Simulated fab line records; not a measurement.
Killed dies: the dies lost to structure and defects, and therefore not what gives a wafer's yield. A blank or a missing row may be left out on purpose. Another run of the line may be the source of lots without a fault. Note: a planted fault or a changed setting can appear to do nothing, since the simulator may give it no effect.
Which tool was responsible? -- flow rit-cmos -- 7 lots, 21 wafers sampled, at 2 steps of a route of 202

WHAT THE GAUGES READ, wafer by wafer
RIT_ACTIVE_THK_MEAS_04.
lot,measured,on,ACTIVE_NITRIDE_THK (nm)
L120,day 1 18:32,film-metro-01,147.7 148.4 148.0
L122,day 2 04:32,film-metro-04,149.9 148.4 150.4
L124,day 2 14:32,film-metro-01,149.6 151.1 148.4
L133,day 4 11:32,film-metro-04,169.0 169.3 169.6
L137,day 5 07:44,film-metro-01,149.3 149.9 149.7
L140,day 5 22:33,film-metro-04,148.2 148.2 147.5
L142,day 6 08:32,film-metro-01,150.7 150.8 149.8

EACH LOT AND THE TOOL THAT RAN IT (in order: tool; ch and the chambers of the sampled wafers; start)
lot,RIT_ACTIVE_CVD_03
L120,"lpcvd-02 ch 0, day 1 17:07"
L122,"lpcvd-02 ch 0, day 2 03:07"
L124,"lpcvd-02 ch 1, day 2 13:07"
L133,"lpcvd-02 ch 1, day 4 10:07"
L137,"lpcvd-01 ch 0, day 5 06:19"
L140,"lpcvd-01 ch 1, day 5 21:07"
L142,"lpcvd-01 ch 1, day 6 07:07"
- RIT_ACTIVE_CVD_03: deposits Si3N4 from SiH2Cl2/NH3, target thk 150 nm, time 1500 s.

THE ANSWER, worked out from the rows above alone
Rule: usual is defined by the lots themselves. Put in order of their means at a reading, lots are off if they are a third of the lots or fewer, leave a main group of 4 or more, and stand apart from it by a gap of 3 or more times the standard deviation of the main group's means; of several such gaps the widest counts. The tables above print the reading to a certain number of digits; a main group whose means all agree to those digits is not used. A lot without any number at a reading at which 4 lots or more have one is off too. The other lots that the step has rows for count as sound.
Off: at RIT_ACTIVE_THK_MEAS_04 (ACTIVE_NITRIDE_THK), L133. Mean 149.2 nm and standard deviation 0.91 in the main group.
A tool fits if, at a process step before that reading, it ran every lot that is off, and no sound lot after the first of them. The gauges at RIT_ACTIVE_THK_MEAS_04 are tried like those tools. One fits: RIT_ACTIVE_CVD_03 on lpcvd-02. Its last sound lot is L124 (day 2 13:07), its first lot that is off L133 (day 4 10:07): a fault that began between those two fits.

WHAT THE SIMULATOR PUT IN
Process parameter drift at RIT_ACTIVE_CVD_03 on lpcvd-02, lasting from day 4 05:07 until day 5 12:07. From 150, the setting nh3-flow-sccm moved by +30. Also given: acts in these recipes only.
Lots struck among those shown: L133. Same finding as the rule above.
